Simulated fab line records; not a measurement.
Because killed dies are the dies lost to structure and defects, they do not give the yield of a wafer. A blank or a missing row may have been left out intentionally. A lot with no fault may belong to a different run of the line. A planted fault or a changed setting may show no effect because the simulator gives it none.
Chamber matching :: flow berkeleyCmos170 :: UCB170_GATE_ETCH_14 on rieDiel-02: 4 sister chambers
The step etches BARC in N2/H2. 8 wafers are shown with their chamber, then 7 later ones without.

== WAFERS, EACH WITH ITS CHAMBER ==
wafer: L254.5
chamber: 2
drypumpMotorCurrentA (A): 6.1
throttleValvePct (%): 13.34

wafer: L260.3
chamber: 3
drypumpMotorCurrentA (A): 5.8
throttleValvePct (%): 13.04

wafer: L260.4
chamber: 1
drypumpMotorCurrentA (A): 5.1
throttleValvePct (%): 13.05

wafer: L260.6
chamber: 1
drypumpMotorCurrentA (A): 5.0
throttleValvePct (%): 13.08

wafer: L267.5
chamber: 0
drypumpMotorCurrentA (A): 5.8
throttleValvePct (%): 13.29

wafer: L267.6
chamber: 3
drypumpMotorCurrentA (A): 5.8
throttleValvePct (%): 13.04

wafer: L272.2
chamber: 2
drypumpMotorCurrentA (A): 6.1
throttleValvePct (%): 13.36

wafer: L272.4
chamber: 0
drypumpMotorCurrentA (A): 5.8
throttleValvePct (%): 13.30

== WAFERS MISSING THEIR CHAMBER ==
wafer: L272.6
drypumpMotorCurrentA (A): 5.0
throttleValvePct (%): 13.07

wafer: L273.1
drypumpMotorCurrentA (A): 6.1
throttleValvePct (%): 13.36

wafer: L273.3
drypumpMotorCurrentA (A): 5.8
throttleValvePct (%): 13.03

wafer: L273.6
drypumpMotorCurrentA (A): 5.8
throttleValvePct (%): 13.30

wafer: L271.1
drypumpMotorCurrentA (A): 6.1
throttleValvePct (%): 13.35

wafer: L271.2
drypumpMotorCurrentA (A): 5.8
throttleValvePct (%): 13.31

wafer: L271.3
drypumpMotorCurrentA (A): 5.1
throttleValvePct (%): 13.08

== EACH ONE'S CHAMBER ==
wafer: L272.6
from the rows above: 1
in truth: 1

wafer: L273.1
from the rows above: 2
in truth: 2

wafer: L273.3
from the rows above: 3
in truth: 3

wafer: L273.6
from the rows above: 0
in truth: 0

wafer: L271.1
from the rows above: 2
in truth: 2

wafer: L271.2
from the rows above: 0
in truth: 0

wafer: L271.3
from the rows above: 1
in truth: 1
Placed correctly: 7 of 7. Not placeable from these rows: 0. Placed wrongly: 0.
How it was worked out, from the rows above alone: a wafer's distance from a chamber is the root of the sum, over the readings, of the square of ((its reading less the chamber's mean) divided by the reading's scatter). If the next closest chamber is less than 2 further off than the closest, the wafer can't be placed; otherwise it belongs to the closest. Each chamber's mean is taken over the wafers shown for it. The scatter is the square root of a quotient: the sum, over the shown wafers, of each reading's squared deviation from its chamber's mean, divided by wafers minus chambers.
